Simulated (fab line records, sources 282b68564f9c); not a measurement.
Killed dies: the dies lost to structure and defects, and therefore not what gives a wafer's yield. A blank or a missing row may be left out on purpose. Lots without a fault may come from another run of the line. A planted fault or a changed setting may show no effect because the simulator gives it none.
One fault through the eyes of 2 desks | flow rit-cmos | only its own numbers are on each desk; what lay behind them is given at the end

DESK OF THE TOOL OWNER: rie-diel-01
The tool's own readings at RIT_CONTACT_ETCH_11 (etches SiO2 in CHF3/CF4/Ar, stops on TiSi2, target depth 480 nm, time 320 s): means of the sampled wafers that have a number, for each lot that ran on this tool. If a lot's mean is further than 4 standard deviations from the usual mean, the lot is out of limits and carries the mark OUT (the distance appears in the brackets).
Columns: A = drypump-motor-current-A at RIT_CONTACT_ETCH_11, usual 5.7 A; B = oes-product-au at RIT_CONTACT_ETCH_11, usual 0.987 a.u.; C = throttle-valve-pct at RIT_CONTACT_ETCH_11, usual 8.90 %
lot  | first seen here | A   | B     | C
L562 | day 3 20:55     | 5.5 | 0.984 | 8.96
L572 | day 5 23:17     | 5.5 | 0.989 | 8.93
L575 | day 6 08:43     | 5.5 | 0.982 | 8.92
Finding of this desk: none of the 3 lots has anything out of limits.

AT THE METROLOGY DESK
Lot by lot, what the gauges showed, no matter which tool ran the lot: averages of those sampled wafers that carry a number. If a lot's mean is further than 4 standard deviations from the usual mean, the lot is out of limits and carries the mark OUT (the distance appears in the brackets).
Columns: A = CONTACT_TEOS_THK at RIT_CONTACT_THK_MEAS_01, usual 403 nm; B = cd-nm at RIT_CONTACT_CD_MEAS_08, usual 1000.4 nm; C = CONTACT_OVL at RIT_CONTACT_OVL_MEAS_09, usual -0.4 nm
lot  | first seen here | A   | B      | C
L562 | day 3 19:35     | 402 | 1001.0 | -1.2
L572 | day 5 21:28     | 406 | 999.7  | 0.3
L574 | day 6 06:04     | 405 | 1000.7 | 0.5
L575 | day 6 07:16     | 400 | 1002.5 | -0.2
L579 | day 7 05:13     | 398 | 1003.2 | 1.1
L580 | day 7 11:48     | 414 | 998.5  | -1.5
Finding of this desk: none of the 6 lots has anything out of limits.

PUT TOGETHER
Nothing out of limits was seen by the tool owner's desk.
The metrology desk saw nothing out of limits.

WHAT THE SIMULATOR HAD INSERTED
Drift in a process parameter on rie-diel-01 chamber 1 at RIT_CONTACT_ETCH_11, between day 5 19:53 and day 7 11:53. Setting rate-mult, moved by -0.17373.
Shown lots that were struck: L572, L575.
